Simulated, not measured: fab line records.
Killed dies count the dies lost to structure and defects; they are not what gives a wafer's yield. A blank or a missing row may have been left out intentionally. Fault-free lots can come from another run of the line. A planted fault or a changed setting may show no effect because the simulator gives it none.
Which tool is to blame? / flow berkeleyCmos170 / 14 lots, 42 wafers sampled, at 4 steps of a route of 331

WHAT THE GAUGES SHOWED, per wafer
UCB170_PWELL_THK_MEAS_03.
lot=L891; measured=day 2 20:34; on=filmMetro-01; PWELL_OXIDE_THK (nm)=25.9 25.9 26.0
lot=L892; measured=day 3 06:10; on=filmMetro-03; PWELL_OXIDE_THK (nm)=25.5 25.6 25.2
lot=L893; measured=day 3 11:37; on=filmMetro-04; PWELL_OXIDE_THK (nm)=26.6 26.5 26.3
lot=L894; measured=day 3 15:28; on=filmMetro-03; PWELL_OXIDE_THK (nm)=26.5 26.2 26.6
lot=L896; measured=day 4 08:11; on=filmMetro-04; PWELL_OXIDE_THK (nm)=26.0 26.3 25.8
lot=L902; measured=day 5 11:28; on=filmMetro-04; PWELL_OXIDE_THK (nm)=26.4 26.5 26.6
lot=L903; measured=day 5 11:29; on=filmMetro-01; PWELL_OXIDE_THK (nm)=27.2 27.5 27.1
lot=L907; measured=day 6 09:53; on=filmMetro-03; PWELL_OXIDE_THK (nm)=26.7 26.6 26.8
lot=L908; measured=day 6 09:53; on=filmMetro-04; PWELL_OXIDE_THK (nm)=25.9 26.4 26.3
lot=L909; measured=day 6 15:19; on=filmMetro-03; PWELL_OXIDE_THK (nm)=27.3 27.4 27.4
lot=L910; measured=day 6 19:06; on=filmMetro-03; PWELL_OXIDE_THK (nm)=25.6 26.2 25.9
lot=L912; measured=day 7 00:37; on=filmMetro-04; PWELL_OXIDE_THK (nm)=26.2 26.1 26.4
lot=L911; measured=day 7 00:37; on=filmMetro-03; PWELL_OXIDE_THK (nm)=26.6 27.1 26.5
lot=L913; measured=day 7 10:00; on=filmMetro-04; PWELL_OXIDE_THK (nm)=27.0 27.1 27.1

UCB170_SACOX_THK_MEAS_02.
lot=L891; measured=day 5 10:40; on=filmMetro-04; SACOX_OXIDE_THK (nm)=14.95 14.62 14.65
lot=L892; measured=day 5 17:22; on=filmMetro-04; SACOX_OXIDE_THK (nm)=14.32 14.25 14.33
lot=L893; measured=day 5 17:22; on=filmMetro-02; SACOX_OXIDE_THK (nm)=14.32 14.33 14.45
lot=L894; measured=day 6 00:03; on=filmMetro-04; SACOX_OXIDE_THK (nm)=14.39 14.08 14.30
lot=L896; measured=day 6 08:33; on=filmMetro-04; SACOX_OXIDE_THK (nm)=14.38 14.36 14.32
lot=L907; measured=day 8 23:04; on=filmMetro-04; SACOX_OXIDE_THK (nm)=13.78 13.67 13.84
lot=L908; measured=day 8 23:01; on=filmMetro-01; SACOX_OXIDE_THK (nm)=13.97 13.89 13.76
lot=L909; measured=day 8 23:01; on=filmMetro-04; SACOX_OXIDE_THK (nm)=14.27 14.07 14.16
lot=L910; measured=day 8 23:01; on=filmMetro-02; SACOX_OXIDE_THK (nm)=14.16 13.93 14.31
lot=L912; measured=day 9 05:43; on=filmMetro-01; SACOX_OXIDE_THK (nm)=14.66 14.88 14.46
lot=L911; measured=day 9 05:43; on=filmMetro-04; SACOX_OXIDE_THK (nm)=14.12 14.13 14.23
lot=L913; measured=day 9 10:03; on=filmMetro-04; SACOX_OXIDE_THK (nm)=14.33 14.32 14.57

TOOL THAT RAN EACH LOT (tool first, then ch and the chambers of the sampled wafers, then the start)
lot=L891; UCB170_PWELL_ETCH_14=rieDiel-04 ch 0,3, day 3 05:55; UCB170_PWELL_STRIP_16=plasmaAsher-04 ch 0,1, day 3 06:10
lot=L892; UCB170_PWELL_ETCH_14=rieDiel-03 ch 0,1,2, day 3 16:12; UCB170_PWELL_STRIP_16=plasmaAsher-04 ch 0,1, day 3 16:27
lot=L893; UCB170_PWELL_ETCH_14=rieDiel-03 ch 1,2,3, day 3 19:13; UCB170_PWELL_STRIP_16=plasmaAsher-04 ch 0,1, day 3 19:28
lot=L894; UCB170_PWELL_ETCH_14=rieDiel-03 ch 0,1,2, day 4 00:53; UCB170_PWELL_STRIP_16=plasmaAsher-04 ch 0,1, day 4 01:08
lot=L896; UCB170_PWELL_ETCH_14=rieDiel-03 ch 0,1,2, day 4 16:15; UCB170_PWELL_STRIP_16=plasmaAsher-04 ch 0,1, day 4 16:32
lot=L902; UCB170_PWELL_ETCH_14=rieDiel-04 ch 0,2,3, day 5 19:15; UCB170_PWELL_STRIP_16=plasmaAsher-02 ch 0,1, day 5 19:30
lot=L903; UCB170_PWELL_ETCH_14=rieDiel-03 ch 1,2,3, day 5 19:28; UCB170_PWELL_STRIP_16=plasmaAsher-04 ch 0,1, day 5 19:45
lot=L907; UCB170_PWELL_ETCH_14=rieDiel-02 ch 0,1,3, day 6 18:17; UCB170_PWELL_STRIP_16=plasmaAsher-02 ch 0,1, day 6 18:32
lot=L908; UCB170_PWELL_ETCH_14=rieDiel-04 ch 0,1, day 6 18:37; UCB170_PWELL_STRIP_16=plasmaAsher-04 ch 0, day 6 18:52
lot=L909; UCB170_PWELL_ETCH_14=rieDiel-03 ch 0,2,3, day 6 22:47; UCB170_PWELL_STRIP_16=plasmaAsher-02 ch 0,1, day 6 23:02
lot=L910; UCB170_PWELL_ETCH_14=rieDiel-03 ch 1,2,3, day 7 00:25; UCB170_PWELL_STRIP_16=plasmaAsher-02 ch 0,1, day 7 00:40
lot=L912; UCB170_PWELL_ETCH_14=rieDiel-02 ch 2,3, day 7 08:23; UCB170_PWELL_STRIP_16=plasmaAsher-02 ch 0,1, day 7 08:38
lot=L911; UCB170_PWELL_ETCH_14=rieDiel-04 ch 0,1,3, day 7 08:06; UCB170_PWELL_STRIP_16=plasmaAsher-03 ch 1, day 7 08:21
lot=L913; UCB170_PWELL_ETCH_14=rieDiel-03 ch 1,2,3, day 7 16:07; UCB170_PWELL_STRIP_16=plasmaAsher-04 ch 0, day 7 16:22
- UCB170_PWELL_ETCH_14: etches Si3N4 in CH3F/Ar/O2, stops on SiO2, target depth 242 nm, time 151 s.
- UCB170_PWELL_STRIP_16: strips in O2.

AS READ BY THE TOOLS THEMSELVES (means over the sampled wafers that have a number; for cases with no such wafer, the mark the record gives instead)
UCB170_PWELL_ETCH_14.
lot=L891; tool=rieDiel-04; CH3F_flow_sccm (sccm)=19.96; O2_flow_sccm (sccm)=6.991; drypumpMotorCurrentA (A)=5.9; oesProductAu (a.u.)=0.959; throttleValvePct (%)=7.96
lot=L892; tool=rieDiel-03; CH3F_flow_sccm (sccm)=20.02; O2_flow_sccm (sccm)=6.994; drypumpMotorCurrentA (A)=5.9; oesProductAu (a.u.)=0.945; throttleValvePct (%)=8.10
lot=L893; tool=rieDiel-03; CH3F_flow_sccm (sccm)=20.03; O2_flow_sccm (sccm)=7.023; drypumpMotorCurrentA (A)=6.1; oesProductAu (a.u.)=0.950; throttleValvePct (%)=7.97
lot=L894; tool=rieDiel-03; CH3F_flow_sccm (sccm)=19.99; O2_flow_sccm (sccm)=6.993; drypumpMotorCurrentA (A)=5.9; oesProductAu (a.u.)=0.952; throttleValvePct (%)=8.09
lot=L896; tool=rieDiel-03; CH3F_flow_sccm (sccm)=19.98; O2_flow_sccm (sccm)=6.993; drypumpMotorCurrentA (A)=5.9; oesProductAu (a.u.)=0.952; throttleValvePct (%)=8.10
lot=L902; tool=rieDiel-04; CH3F_flow_sccm (sccm)=-; O2_flow_sccm (sccm)=-; drypumpMotorCurrentA (A)=-; oesProductAu (a.u.)=-; throttleValvePct (%)=-
lot=L903; tool=rieDiel-03; CH3F_flow_sccm (sccm)=-; O2_flow_sccm (sccm)=-; drypumpMotorCurrentA (A)=-; oesProductAu (a.u.)=-; throttleValvePct (%)=-
lot=L907; tool=rieDiel-02; CH3F_flow_sccm (sccm)=20.00; O2_flow_sccm (sccm)=7.008; drypumpMotorCurrentA (A)=5.5; oesProductAu (a.u.)=0.928; throttleValvePct (%)=8.12
lot=L908; tool=rieDiel-04; CH3F_flow_sccm (sccm)=19.99; O2_flow_sccm (sccm)=6.990; drypumpMotorCurrentA (A)=6.1; oesProductAu (a.u.)=0.929; throttleValvePct (%)=7.97
lot=L909; tool=rieDiel-03; CH3F_flow_sccm (sccm)=20.01; O2_flow_sccm (sccm)=7.026; drypumpMotorCurrentA (A)=5.9; oesProductAu (a.u.)=0.931; throttleValvePct (%)=7.94
lot=L910; tool=rieDiel-03; CH3F_flow_sccm (sccm)=20.00; O2_flow_sccm (sccm)=7.005; drypumpMotorCurrentA (A)=6.1; oesProductAu (a.u.)=0.944; throttleValvePct (%)=7.99
lot=L912; tool=rieDiel-02; CH3F_flow_sccm (sccm)=20.00; O2_flow_sccm (sccm)=7.011; drypumpMotorCurrentA (A)=6.1; oesProductAu (a.u.)=0.946; throttleValvePct (%)=8.13
lot=L911; tool=rieDiel-04; CH3F_flow_sccm (sccm)=19.98; O2_flow_sccm (sccm)=6.991; drypumpMotorCurrentA (A)=5.9; oesProductAu (a.u.)=0.933; throttleValvePct (%)=7.99
lot=L913; tool=rieDiel-03; CH3F_flow_sccm (sccm)=19.98; O2_flow_sccm (sccm)=6.991; drypumpMotorCurrentA (A)=6.1; oesProductAu (a.u.)=0.948; throttleValvePct (%)=7.98

UCB170_PWELL_STRIP_16.
lot=L891; tool=plasmaAsher-04; drypumpMotorCurrentA (A)=6.02; oesProductAu (a.u.)=0.727; stripTimeToEndpointS (s)=18.14
lot=L892; tool=plasmaAsher-04; drypumpMotorCurrentA (A)=5.92; oesProductAu (a.u.)=0.721; stripTimeToEndpointS (s)=17.98
lot=L893; tool=plasmaAsher-04; drypumpMotorCurrentA (A)=5.95; oesProductAu (a.u.)=0.724; stripTimeToEndpointS (s)=18.04
lot=L894; tool=plasmaAsher-04; drypumpMotorCurrentA (A)=5.99; oesProductAu (a.u.)=0.719; stripTimeToEndpointS (s)=18.11
lot=L896; tool=plasmaAsher-04; drypumpMotorCurrentA (A)=5.99; oesProductAu (a.u.)=0.722; stripTimeToEndpointS (s)=17.97
lot=L902; tool=plasmaAsher-02; drypumpMotorCurrentA (A)=5.85; oesProductAu (a.u.)=0.731; stripTimeToEndpointS (s)=21.58
lot=L903; tool=plasmaAsher-04; drypumpMotorCurrentA (A)=5.94; oesProductAu (a.u.)=0.738; stripTimeToEndpointS (s)=21.54
lot=L907; tool=plasmaAsher-02; drypumpMotorCurrentA (A)=5.81; oesProductAu (a.u.)=0.718; stripTimeToEndpointS (s)=18.02
lot=L908; tool=plasmaAsher-04; drypumpMotorCurrentA (A)=5.89; oesProductAu (a.u.)=0.717; stripTimeToEndpointS (s)=18.02
lot=L909; tool=plasmaAsher-02; drypumpMotorCurrentA (A)=5.85; oesProductAu (a.u.)=0.718; stripTimeToEndpointS (s)=18.12
lot=L910; tool=plasmaAsher-02; drypumpMotorCurrentA (A)=5.82; oesProductAu (a.u.)=0.720; stripTimeToEndpointS (s)=17.96
lot=L912; tool=plasmaAsher-02; drypumpMotorCurrentA (A)=5.84; oesProductAu (a.u.)=0.720; stripTimeToEndpointS (s)=18.01
lot=L911; tool=plasmaAsher-03; drypumpMotorCurrentA (A)=5.54; oesProductAu (a.u.)=0.728; stripTimeToEndpointS (s)=18.13
lot=L913; tool=plasmaAsher-04; drypumpMotorCurrentA (A)=5.89; oesProductAu (a.u.)=0.720; stripTimeToEndpointS (s)=17.96

THE ANSWER, worked out from the rows above alone
Rule: the usual values come from the lots themselves. The widest of any qualifying gaps counts: lots, ordered by their means at a reading, are off when they make up no more than a third of the lots, leave a main group of 4 or more, and stand apart from it by 3 or more times the standard deviation of that group's means. The tables above print the reading to a certain number of digits; a main group whose means all agree to those digits is not used. A lot without any number at a reading at which 4 lots or more have one is off too. Any other lot the step has rows for is counted as sound. After the gauges, taken in route order, come the tools' own readings; for these a lot's mean is taken, as printed above. At the first step where some lot is off, the reading lying furthest off is the one used; lots without a number count as furthest.
Off: L902, L903, at UCB170_PWELL_ETCH_14 (CH3F_flow_sccm). Without a number there: L902, L903. For the main group the mean is 20.00 sccm and the standard deviation 0.018.
If a tool, at that step or one of the process steps before it, ran each lot that is off and ran no sound lot following the first of them, it fits. None of those tried fits.

WHAT THE SIMULATOR HAD INSERTED
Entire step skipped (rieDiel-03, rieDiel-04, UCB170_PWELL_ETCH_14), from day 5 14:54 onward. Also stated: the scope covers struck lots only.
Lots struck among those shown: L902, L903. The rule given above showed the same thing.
